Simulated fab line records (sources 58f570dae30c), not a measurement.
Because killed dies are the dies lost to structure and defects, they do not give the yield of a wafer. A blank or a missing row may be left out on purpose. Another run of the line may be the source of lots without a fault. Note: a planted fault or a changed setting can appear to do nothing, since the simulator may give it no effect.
Struck lot and sound lot, side by side || flow berkeley-cmos170 || 19 steps out of a route of 331
Sound: the wafers L451.1, L451.3, L451.5. Struck: wafers L465.3, L465.5, L465.6. The cause is given at the end.
At each step with rows: each side's tool, then ch and its chambers, then its first start. Under that, the readings that differ: sound wafers || struck wafers || difference of the means || sigmas: that difference in standard deviations of wafers without a fault.
alike: a reading whose means differ by less than 2 such deviations, as well as words and numbers matching on both sides. not compared: withheld readings; readings where some wafer has no value; bounds like >300 that might hide an equal value; numbers whose values overlap and for which the record gives no deviation.
The two part at a step that has a row with sigmas, a row that says differs or no value, or rows on one side only. Numbers that don't overlap but have no deviation are shown without sigmas and don't part them. Lack of a reading on every wafer of one side parts them only where that side has two or more wafers.

UCB170_PVT_TW_MEAS_09:
  sound on film-metro-04, day 6 07:25; struck on film-metro-04, day 9 09:34
  alike: PVT_TW
then, 1 step without rows for these wafers: UCB170_GATE_WET_ETCH_00 (etches SiO2 in dHF, time 200 s).
UCB170_FIELD_THK_MEAS_91:
  sound on film-metro-04, day 6 07:42; struck on film-metro-04, day 9 11:54
  alike: FIELD_OXIDE_LEFT_2_THK
then, 1 step without rows for these wafers: UCB170_GATE_OXIDATION_01 (target thk 6.6 nm, ox time 1800 s).
UCB170_GATE_THK_MEAS_02:
  sound on film-metro-04, day 6 11:24; struck on film-metro-04, day 9 13:28
  alike: GATE_OXIDE_THK
then, 2 steps without rows for these wafers: UCB170_GATE_ANNEAL_03 (time 1800 s); UCB170_GATE_CVD_04 (deposits poly-Si from SiH4, time 1440 s, target thk 214 nm).
UCB170_GATE_THK_MEAS_05:
  sound on film-metro-03, day 6 20:25; struck on film-metro-04, day 9 17:48
  alike: GATE_POLY_THK
then, 4 steps without rows for these wafers: UCB170_GATE_COAT_06; UCB170_GATE_COAT_07 (resist thk 900 nm); UCB170_GATE_SOFTBAKE_08 (time 60 s); UCB170_GATE_EXPOSE_09 (exposes mask POLY, target cd 350 nm).
UCB170_GATE_PEB_10:
  sound on litho-track-03 ch 0, day 6 21:08; struck on litho-track-02 ch 0, day 9 19:03
{"reading": "heater-power-total-W (W)", "sound": "56.84 56.84 56.80", "struck": "64.90 64.78 64.75", "difference": "+7.98", "sigmas": "+99 or more"}
{"reading": "plate-temp-C (C)", "sound": "129.78 129.96 129.90", "struck": "144.06 144.01 143.85", "difference": "+14.09", "sigmas": "+99 or more"}
then, 1 step without rows for these wafers: UCB170_GATE_DEVELOP_11 (develop time 45 s).
UCB170_GATE_CD_MEAS_12: the cd target is 350 nm.
  sound on cd-sem-02, day 6 21:25; struck on cd-sem-02, day 9 19:41
{"reading": "cd-nm (nm)", "sound": "351.3 351.1 352.1", "struck": "297.3 298.8 298.0", "difference": -53.5, "sigmas": -41}
  not compared: hold
UCB170_GATE_OVL_MEAS_13:
  sound on overlay-02, day 6 21:32; struck on overlay-01, day 10 02:27
{"reading": "hold", "sound": "- - -", "struck": "await-dispo/6.7h/release await-dispo/6.7h/release await-dispo/6.7h/release", "difference": "no value on the sound wafers", "sigmas": ""}
  alike: GATE_OVL
UCB170_GATE_ETCH_14: etches BARC in N2/H2.
  sound on rie-diel-02 ch 0,1,2, day 6 21:34; struck on rie-diel-03 ch 0,1, day 10 02:28
  alike: chamber-pressure-mTorr, drypump-motor-current-A, oes-product-au, throttle-valve-pct
UCB170_GATE_ETCH_15: etches poly-Si in HBr/Cl2, stops on SiO2, time 56.3 s, target depth 278.2 nm.
  sound on rie-si-02 ch 1,2,3, day 6 21:37; struck on rie-si-02 ch 0,1,3, day 10 02:31
{"reading": "model.GATE.cd-nm (nm)", "sound": "351.6 351.8 352.1", "struck": "297.4 299.4 298.5", "difference": -53.4, "sigmas": ""}
  alike: chamber-pressure-mTorr, drypump-motor-current-A, oes-product-au, throttle-valve-pct
  not compared: rf-hours-counter-h
UCB170_GATE_STRIP_16: strips in O2.
  sound on plasma-asher-04 ch 0,1, day 6 21:40; struck on plasma-asher-04 ch 0,1, day 10 02:42
  alike: chamber-pressure-mTorr, drypump-motor-current-A, o2-flow-sccm, oes-product-au
  not compared: rf-hours-counter-h

== WHERE THEY PART ==
At UCB170_GATE_PEB_10 first; at UCB170_GATE_OVL_MEAS_13 last (within this record only). Later steps at which nothing parts them and some readings are alike: UCB170_GATE_ETCH_14, UCB170_GATE_ETCH_15, UCB170_GATE_STRIP_16.

WHY: the cause the simulator had injected
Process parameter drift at UCB170_GATE_PEB_10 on litho-track-02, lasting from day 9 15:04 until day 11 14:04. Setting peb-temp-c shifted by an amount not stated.
